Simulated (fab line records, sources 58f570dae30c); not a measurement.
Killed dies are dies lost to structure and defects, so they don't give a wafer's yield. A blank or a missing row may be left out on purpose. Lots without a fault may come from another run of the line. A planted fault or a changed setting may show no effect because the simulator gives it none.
fab line records | flow berkeley_cmos170
record lots=14 wafers=42 last_day=11
route steps=331 shown START@4 ZERO@12 NWELL@27 PWELL@40
lots that met no fault: from a run of the same line without faults
start_h: hours from the record's first day to the start of the lot's first wafer shown | wait_h: hours since the lot's step before | " the same as in the row above | L1.1+2: a row that stands for several wafers | - no value, or no start given | * or withheld: withheld | < > ~ a bound
route shown NAME@n: a module of which the file shows steps, and the number in the route of the first | usual: mean/standard deviation of fault-free wafers | same: alike in all rows | chamber/n: place in a boat | sites: the reading at each site | _std_site: their standard deviation | _edge_site: outer sites' mean less inner sites' | radius_mm: how far each site lies from the wafer's centre | mask NAME#n: copy n | behind: the tool/chamber that last shaped the wafer | hold: why the lot was held/for how many hours/how that ended | device: the transistor (n, p or np) that didn't switch | end of line: the same wafers' tests at the end of the route | a step without rows: its recipe alone | killed: dies lost to structure and defects at the first sort, not the wafer's yield | map: a wafer's dies, x killed, . not, _ none there
set.NAME: the setting as run; set.NAME@STEP: as run at that earlier step | model.NAME: the simulator's own value behind a step, which no gauge read
steps of the route over a sample of lots; a table a step, a row a wafer
services: from which hour (start_h, from the record's first day; less than 0 if before it) a tool's chamber was out of use, for how many hours, and why
## steps
# step UCB170_START_THK_MEAS_03
# recipe reads=SiO2_of_START_OXIDATION_02
# usual START_OXIDE_THK=20.7/0.38
# columns lot.wafer tool chamber start_h wait_h START_OXIDE_THK[nm]
L126.3 film_metro-03 - 15.22 0.0 20.7
L126.4 " - " " 20.8
L126.6 " - " " 20.9
L127.2 film_metro-01 - 20.13 0.1 21.2
L127.4 " - " " 21.2
L127.6 " - " " 21.0
L129.1 film_metro-01 - 30.47 0.0 20.4
L129.2 " - " " 20.9
L129.6 " - " " 20.8
L131.1 film_metro-01 - 40.46 0.0 20.8
L131.2 " - " " 20.4
L131.6 " - " " 20.8
L133.2 film_metro-02 - 51.43 0.0 21.1
L133.3 " - " " 20.9
L133.4 " - " " 21.0
L135.2 film_metro-01 - 57.92 0.1 20.6
L135.3 " - " " 20.6
L135.4 " - " " 20.5
L137.1 film_metro-02 - 70.53 0.0 21.2
L137.2 " - " " 21.5
L137.3 " - " " 21.2
L138.2 film_metro-03 - 76.14 0.0 20.8
L138.3 " - " " 21.1
L138.6 " - " " 20.8
L140.3 film_metro-01 - 81.69 0.0 20.4
L140.4 " - " " 20.4
L140.6 " - " " 20.1
L143.1 film_metro-02 - 99.55 0.0 20.7
L143.3 " - " " 20.6
L143.4 " - " " 20.5
L145.1 film_metro-03 - 108.53 0.0 21.1
L145.2 " - " " 20.9
L145.4 " - " " 21.2
L146.1 film_metro-02 - 114.70 0.0 21.3
L146.2 " - " " 21.2
L146.4 " - " " 21.2
L148.1 film_metro-03 - 123.46 0.0 20.7
L148.3 " - " " 21.0
L148.6 " - " " 20.4
L149.2 film_metro-03 - 128.07 0.0 20.0
L149.3 " - " " 19.9
L149.6 " - " " 20.2
# step UCB170_ZERO_ETCH_06
# recipe chemistry=CHF3/CF4/Ar target=SiO2 time_s=12 pressure_mtorr=100 rf_w=500 CHF3_flow_sccm=50 cf4_flow_sccm=10 Ar_flow_sccm=120 over_etch_frac=1.58
# usual CHF3_flow_sccm=49.99/0.18 cf4_flow_sccm=10.00/0.034 drypump_motor_current_A=5.9/0.58 oes_product_au=0.614/0.01 throttle_valve_pct=9.23/0.12
# columns lot.wafer tool chamber start_h wait_h CHF3_flow_sccm cf4_flow_sccm drypump_motor_current_A oes_product_au rf_hours_counter_h throttle_valve_pct
L126.3 rie_diel-02 0 22.86 - 50.01 10.03 4.7 0.594 111 9.45
L126.4 " 2 " " 50.00 10.00 6.4 0.621 99 9.26
L126.6 " 0 " " 49.89 9.94 4.7 0.610 - 9.44
L127.2 rie_diel-01 1 26.35 - 50.08 9.98 5.6 0.615 106 9.18
L127.4 " 2 " " 50.07 10.09 6.7 0.625 89 9.27
L127.6 " 3 " " 50.03 10.02 5.7 0.608 - 9.20
L129.1 rie_diel-04 1 35.05 - 50.08 10.00 5.6 0.617 63 9.26
L129.2 " 2 " " 49.91 9.99 5.8 0.598 147 9.06
L129.6 " 3 " " 50.03 9.96 5.7 0.638 - 9.13
L131.1 rie_diel-02 3 47.05 - 49.97 10.07 6.0 0.624 67 9.33
L131.2 " 1 " " 49.98 10.00 5.9 0.604 72 9.17
L131.6 " 3 " " 49.94 9.98 6.0 0.622 - 9.37
L133.2 rie_diel-01 1 59.87 - 50.19 9.94 5.6 0.611 107 9.18
L133.3 " 0 " " 49.93 10.06 6.3 0.604 18 9.03
L133.4 " 2 " " 50.30 9.99 6.8 0.628 91 9.25
L135.2 rie_diel-04 0 63.68 - 49.73 10.09 6.4 0.619 2 9.15
L135.3 " 1 " " 50.02 9.91 5.6 0.613 65 9.27
L135.4 " 3 " " 50.29 10.02 5.7 0.636 130 9.13
L137.1 rie_diel-02 1 78.49 - 49.87 10.05 5.9 0.611 73 9.16
L137.2 " 2 " " 50.19 10.03 6.5 0.608 102 9.26
L137.3 " 2 " " 50.15 10.02 6.5 0.621 - 9.27
L138.2 rie_diel-01 2 83.66 - 49.85 10.06 6.8 0.623 91 9.27
L138.3 " 3 " " 50.19 10.00 5.8 0.600 42 9.21
L138.6 " 3 " " 49.90 9.95 5.8 0.609 - 9.21
L140.3 rie_diel-02 0 85.95 - 50.00 9.96 4.7 0.605 114 9.45
L140.4 " 3 " " 49.89 10.00 5.9 0.627 69 9.35
L140.6 " 0 " " 49.12 9.95 4.7 0.601 - 9.44
L143.1 rie_diel-02 0 103.89 - 49.83 10.01 4.7 0.611 115 9.45
L143.3 " 3 " " 49.82 9.98 6.0 0.617 70 9.35
L143.4 " 1 " " 49.71 10.02 5.9 0.609 74 9.16
L145.1 rie_diel-04 2 113.41 - - - - - - -
L145.2 " 0 " " - - - - - -
L145.4 " 1 " " - - - - - -
L146.1 rie_diel-04 1 120.47 - - - - - - -
L146.2 " 2 " " - - - - - -
L146.4 " 0 " " - - - - - -
L148.1 rie_diel-04 2 127.11 - 49.82 10.01 5.7 0.598 152 9.04
L148.3 " 0 " " 49.65 10.04 6.4 0.622 5 9.11
L148.6 " 3 " " 50.34 9.96 5.7 0.643 - 9.13
L149.2 rie_diel-01 1 132.81 - 49.81 10.03 5.6 0.606 109 9.18
L149.3 " 2 " " 50.37 9.97 6.8 0.632 94 9.26
L149.6 " 1 " " 49.73 9.94 5.6 0.610 - 9.19
# step UCB170_ZERO_STRIP_07
# recipe chemistry=O2 power_w=400 pressure_mtorr=3500 platen_temp_c=withheld o2_flow_sccm=400 overash_fraction=0.5
# usual drypump_motor_current_A=5.53/0.3 oes_product_au=0.727/0.0046 strip_time_to_endpoint_s=21.48/0.058
# columns lot.wafer tool chamber start_h wait_h drypump_motor_current_A oes_product_au rf_hours_counter_h strip_time_to_endpoint_s
L126.3 plasma_asher-03 1 22.92 0.0 5.55 0.719 - 21.49
L126.4 " 0 " " 5.81 0.727 - 21.53
L126.6 " 0 " " 5.81 0.720 - 21.46
L127.2 plasma_asher-01 1 26.37 0.0 5.58 0.721 29 21.56
L127.4 " 0 " " 5.03 0.729 - 21.60
L127.6 " 1 " " 5.59 0.724 - 21.56
L129.1 plasma_asher-03 0 35.08 0.0 5.80 0.730 24 21.43
L129.2 " 1 " " 5.56 0.733 24 21.42
L129.6 " 1 " " 5.55 0.722 - 21.39
L131.1 plasma_asher-01 1 47.07 0.0 5.58 0.726 32 21.48
L131.2 " 0 " " 5.00 0.728 32 21.48
L131.6 " 1 " " 5.59 0.728 - 21.48
L133.2 plasma_asher-01 1 59.90 0.0 5.56 0.736 33 21.38
L133.3 " 1 " " 5.57 0.736 - 21.38
L133.4 " 0 " " 5.04 0.726 - 21.33
L135.2 plasma_asher-01 1 63.70 0.0 5.58 0.723 34 21.51
L135.3 " 1 " " 5.58 0.724 - 21.52
L135.4 " 0 " " 5.02 0.727 - 21.54
L137.1 plasma_asher-01 0 78.52 0.0 5.03 0.722 35 21.45
L137.2 " 1 " " 5.58 0.724 35 21.50
L137.3 " 0 " " 5.01 0.731 - 21.51
L138.2 plasma_asher-03 0 83.68 0.0 5.84 0.722 29 21.57
L138.3 " 1 " " 5.53 0.736 - 21.47
L138.6 " 0 " " 5.82 0.726 - 21.49
L140.3 plasma_asher-02 0 86.01 0.0 5.89 0.730 - 21.53
L140.4 " 1 " " 5.77 0.728 - 21.43
L140.6 " 0 " " 5.89 0.726 - 21.47
L143.1 plasma_asher-01 0 103.91 0.0 5.06 0.722 38 21.44
L143.3 " 1 " " 5.58 0.731 - 21.49
L143.4 " 0 " " 5.07 0.727 - 21.44
L145.1 plasma_asher-02 1 113.44 0.0 5.79 0.738 41 21.59
L145.2 " 0 " " 5.89 0.742 41 21.68
L145.4 " 1 " " 5.75 0.738 - 21.64
L146.1 plasma_asher-02 1 120.49 0.0 5.80 0.739 43 21.67
L146.2 " 0 " " 5.88 0.728 43 21.64
L146.4 " 0 " " 5.89 0.743 - 21.64
L148.1 plasma_asher-03 1 127.14 0.0 5.55 0.730 34 21.39
L148.3 " 0 " " 5.82 0.738 - 21.41
L148.6 " 1 " " 5.55 0.724 - 21.39
L149.2 plasma_asher-03 0 132.84 0.0 5.84 0.726 35 21.54
L149.3 " 1 " " 5.57 0.728 - 21.50
L149.6 " 0 " " 5.82 0.727 - 21.56
# step UCB170_NWELL_ETCH_13
# recipe chemistry=CH3F/Ar/O2 target=Si3N4 stop_on=SiO2 CH3F_flow_sccm=20 Ar_flow_sccm=50 O2_flow_sccm=7 pressure_mtorr=50 rf_w=450 target_depth_a=2464 over_etch_frac=0.1 time_s=154
# usual CH3F_flow_sccm=20.01/0.059 O2_flow_sccm=7.004/0.02 drypump_motor_current_A=5.9/0.55 oes_product_au=0.934/0.015 throttle_valve_pct=8.07/0.14
# columns lot.wafer tool chamber start_h wait_h CH3F_flow_sccm O2_flow_sccm drypump_motor_current_A oes_product_au rf_hours_counter_h throttle_valve_pct
L126.3 rie_diel-03 0 34.31 0.0 20.02 7.000 5.6 0.938 74 8.17
L126.4 " 1 " " 19.95 7.001 6.3 0.953 100 8.27
L126.6 " 1 " " 20.01 6.955 6.3 0.959 - 8.25
L127.2 rie_diel-02 0 34.77 0.0 19.94 6.965 4.7 0.927 112 8.25
L127.4 " 1 " " 20.03 7.016 5.9 0.933 71 7.96
L127.6 " 2 " " 20.10 6.992 6.5 0.925 - 8.08
L129.1 rie_diel-01 0 48.80 0.0 19.99 7.015 6.3 0.911 18 7.87
L129.2 " 2 " " 19.93 7.016 6.7 0.941 90 8.09
L129.6 " 3 " " 20.06 7.002 5.8 0.917 - 8.04
L131.1 rie_diel-02 0 62.75 0.0 20.02 7.047 4.7 0.927 113 8.24
L131.2 " 3 " " 19.95 6.971 6.0 0.943 68 8.15
L131.6 " 3 " " 20.05 7.004 6.0 0.948 - 8.17
L133.2 rie_diel-03 3 73.32 0.0 19.97 6.987 6.2 0.936 15 7.79
L133.3 " 0 " " 20.05 7.028 5.6 0.946 76 8.15
L133.4 " 1 " " 19.92 7.007 6.3 0.964 102 8.28
L135.2 rie_diel-01 3 79.80 0.0 19.99 6.962 5.8 0.919 42 8.04
L135.3 " 1 " " 20.05 7.000 5.6 0.919 107 8.01
L135.4 " 0 " " 19.99 7.031 6.3 0.915 19 7.84
L137.1 rie_diel-02 2 90.25 0.0 20.08 6.976 6.5 0.942 102 8.08
L137.2 " 3 " " 19.91 7.005 6.0 0.951 69 8.14
L137.3 " 0 " " 19.93 6.972 4.7 0.922 115 8.23
L140.3 rie_diel-03 1 96.55 0.0 20.05 6.998 6.3 0.959 103 8.27
L140.4 " 3 " " 19.94 7.010 6.2 0.935 16 7.81
L140.6 " 0 " " 19.86 6.973 5.6 0.940 - 8.16
L138.2 rie_diel-01 0 96.83 0.0 19.97 7.035 6.3 0.919 20 7.86
L138.3 " 1 " " 20.01 6.967 5.6 0.931 108 8.01
L138.6 " 3 " " 20.03 6.993 5.7 0.918 - 8.04
L143.1 rie_diel-03 3 117.50 0.0 19.97 7.013 6.2 0.939 17 7.80
L143.3 " 2 " " 19.98 6.997 5.8 0.949 118 7.84
L143.4 " 1 " " 20.06 7.001 6.3 0.948 104 8.27
L148.1 rie_diel-02 3 136.78 0.0 19.93 7.012 5.9 0.940 72 8.14
L148.3 " 2 " " 20.11 6.991 6.5 0.934 105 8.10
L148.6 " 1 " " 19.99 6.991 5.9 0.930 - 7.99
L149.2 rie_diel-02 0 143.56 0.0 19.98 7.037 4.7 0.914 117 8.24
L149.3 " 3 " " 20.07 6.997 6.0 0.940 73 8.16
L149.6 " 0 " " 20.04 7.029 4.7 0.915 - 8.24
# step UCB170_PWELL_THK_MEAS_06
# recipe reads=Si3N4_of_PWELL_CVD_05
# usual PWELL_NITRIDE_THK=218.9/2
# columns lot.wafer tool chamber start_h wait_h PWELL_NITRIDE_THK[nm]
L126.3 film_metro-03 - 47.55 0.0 221.4
L126.4 " - " " 221.5
L126.6 " - " " 221.7
L127.2 film_metro-01 - 52.64 0.0 220.0
L127.4 " - " " 220.4
L127.6 " - " " 220.6
L129.1 film_metro-01 - 65.37 0.0 220.2
L129.2 " - " " 219.5
L129.6 " - " " 219.4
L131.1 film_metro-03 - 83.05 0.0 221.3
L131.2 " - " " 219.0
L131.6 " - " " 219.2
L133.2 film_metro-03 - 87.05 0.0 222.4
L133.3 " - " " 221.8
L133.4 " - " " 222.6
L135.2 film_metro-04 - 93.83 0.0 217.7
L135.3 " - " " 218.1
L135.4 " - " " 220.2
L137.1 film_metro-01 - 104.65 0.0 219.4
L137.2 " - " " 217.4
L137.3 " - " " 218.1
L138.2 film_metro-04 - 114.28 0.0 217.7
L138.3 " - " " 218.0
L138.6 " - " " 217.7
L140.3 film_metro-03 - 114.29 0.0 219.4
L140.4 " - " " 218.5
L140.6 " - " " 216.9
L143.1 film_metro-01 - 137.25 0.0 218.8
L143.3 " - " " 217.1
L143.4 " - " " 218.5
L148.1 film_metro-03 - 150.54 0.0 219.7
L148.3 " - " " 218.9
L148.6 " - " " 218.9
L149.2 film_metro-04 - 159.03 0.0 222.6
L149.3 " - " " 220.2
L149.6 " - " " 221.0
## services
# columns tool chamber start_h hours kind
rie_diel-04 0 11.92 - clean
rie_diel-04 0 11.92 15.3 scheduled_down
rie_diel-04 0 11.92 15.3 vent_cycle
rie_diel-03 2 29.67 2.3 repair
rie_diel-02 2 44.14 3.4 repair
rie_diel-01 3 60.63 3.5 repair
rie_diel-04 0 64.91 2.9 repair
rie_diel-04 - 69.05 1.8 repair
rie_diel-02 0 74.18 5.0 repair
rie_diel-02 3 75.52 3.1 repair
plasma_asher-02 - 86.70 4.2 repair
rie_diel-02 1 88.98 7.7 repair
rie_diel-02 1 106.04 5.4 repair
plasma_asher-01 - 108.75 9.0 pm
plasma_asher-01 0 108.75 9.0 vent_cycle
plasma_asher-01 1 108.75 9.0 vent_cycle
plasma_asher-03 - 110.45 9.6 repair
rie_diel-02 0 114.10 4.0 repair
plasma_asher-01 0 117.75 - clean
plasma_asher-01 1 117.75 - clean
plasma_asher-02 - 125.12 7.6 repair
plasma_asher-01 - 130.21 9.0 repair
rie_diel-01 1 135.92 4.2 repair
## key
first_sign step=UCB170_ZERO_ETCH_06 reading=tool_record direction=missing
effect step=UCB170_ZERO_STRIP_07 reading=strip_time_to_endpoint_s direction=up sigmas=2.9 usual=* struck=*
met_at UCB170_ZERO_ETCH_06
struck_lots L145,L146
later_rows_left_out L145.1,L145.2,L145.4,L146.1,L146.2,L146.4
sort_left_out L145.1,L145.2,L145.4,L146.1,L146.2,L146.4
tester_left_out L145,L146
not_acting_at UCB170_START_THK_MEAS_03,UCB170_NWELL_ETCH_13,UCB170_PWELL_THK_MEAS_06
onset_between 63.68 113.41
fault kind=skipped_step_whole tool=rie_diel-04 chamber=- onset_h=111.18 steps=UCB170_ZERO_ETCH_06 scope=struck_lots_only
# tester_left_out: of these lots the tester's yield and bins aren't shown, on N5 and GAA mostly nor the transistor test; their killed dies are dies lost to structure and defects alone, not to doping, threshold or leakage, so they don't give the yield
# sort_left_out: the simulated sort isn't trusted on such a fault, so these wafers' sort isn't shown, and their yield isn't known
# later_rows_left_out: the simulator's readings of these wafers behind a module that went badly wrong aren't trusted and aren't shown, but for the sort
